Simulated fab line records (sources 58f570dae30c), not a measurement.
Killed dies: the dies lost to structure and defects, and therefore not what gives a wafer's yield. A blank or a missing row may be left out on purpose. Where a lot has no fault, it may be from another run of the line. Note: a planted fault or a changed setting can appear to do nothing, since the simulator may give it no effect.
Which tool was responsible? | flow berkeley cmos170 | 7 lots, 21 wafers sampled, at 5 steps of a route of 331

## WHAT THE GAUGES SHOWED, per wafer
UCB170_M3_OVL_MEAS_16.
lot  | measured     | on         | M3_OVL (nm)
L853 | day 9 05:52  | overlay-02 | 9 9 4
L857 | day 9 08:30  | overlay-01 | -1 -8 -15
L860 | day 10 09:16 | overlay-02 | -4 2 -12
L862 | day 10 23:50 | overlay-01 | 8 9 11
L871 | day 12 01:06 | overlay-01 | 0 -8 0
L873 | day 12 20:13 | overlay-01 | 12 11 -2
L876 | day 13 15:50 | overlay-01 | -5 -6 1

## WHAT TOOL EACH LOT RAN ON (gives the tool, then ch and the chambers of the sampled wafers, and finally the start)
lot  | UCB170_ACTIVE_ETCH_15             | UCB170_ACTIVE_STRIP_16              | UCB170_V1_ETCH_14                  | UCB170_V1_STRIP_15
L853 | rie diel-03 ch 2,3, day 5 01:03   | plasma asher-02 ch 0, day 5 01:09   | rie diel-04 ch 0,2,3, day 8 17:04  | plasma asher-03 ch 0,1, day 8 17:14
L857 | rie diel-04 ch 0,1, day 5 16:36   | plasma asher-04 ch 0,1, day 5 16:44 | rie diel-01 ch 0,2,3, day 8 22:46  | plasma asher-02 ch 0,1, day 8 22:58
L860 | rie diel-04 ch 0,2,3, day 6 10:16 | plasma asher-03 ch 0,1, day 6 10:23 | rie diel-04 ch 1,2, day 9 20:31    | plasma asher-02 ch 0,1, day 9 20:44
L862 | rie diel-02 ch 2,3, day 6 20:11   | plasma asher-02 ch 0,1, day 6 20:17 | rie diel-02 ch 0,1,3, day 10 14:38 | plasma asher-03 ch 0,1, day 10 14:49
L871 | rie diel-03 ch 0,1,3, day 8 09:20 | plasma asher-02 ch 0,1, day 8 09:29 | rie diel-04 ch 0,1, day 11 15:36   | plasma asher-04 ch 0,1, day 11 15:49
L873 | rie diel-02 ch 1,2, day 9 04:17   | plasma asher-03 ch 0, day 9 04:23   | rie diel-04 ch 0,2,3, day 12 12:36 | plasma asher-02 ch 0,1, day 12 12:47
L876 | rie diel-04 ch 0,1, day 9 13:23   | plasma asher-02 ch 0,1, day 9 13:31 | rie diel-02 ch 0,1,2, day 13 06:24 | plasma asher-02 ch 0,1, day 13 06:37
- UCB170_ACTIVE_ETCH_15: etches Si3N4 in CH3F/Ar/O2, stops on SiO2, target depth 242 nm, time 151 s.
- UCB170_ACTIVE_STRIP_16: strips in O2.
- UCB170_V1_ETCH_14: etches SiO2 in CHF3/CF4/Ar, stops on Al, target depth 1250 nm, time 291 s.
- UCB170_V1_STRIP_15: strips in O2.

## THE ANSWER, worked out from the rows above alone
Rule: what is usual is taken from the lots themselves. Put in order of their means at a reading, lots are off if they are a third of the lots or fewer, leave a main group of 4 or more, and stand apart from it by a gap of 3 or more times the standard deviation of the main group's means; of several such gaps the widest counts. Not used: any main group whose means are identical at the precision the tables above print for the reading. A lot without any number at a reading at which 4 lots or more have one is off too. All remaining lots with rows at the step are treated as sound.
Nothing can be told from this: no lot is off at any reading shown.

## WHAT WAS PUT IN BY THE SIMULATOR
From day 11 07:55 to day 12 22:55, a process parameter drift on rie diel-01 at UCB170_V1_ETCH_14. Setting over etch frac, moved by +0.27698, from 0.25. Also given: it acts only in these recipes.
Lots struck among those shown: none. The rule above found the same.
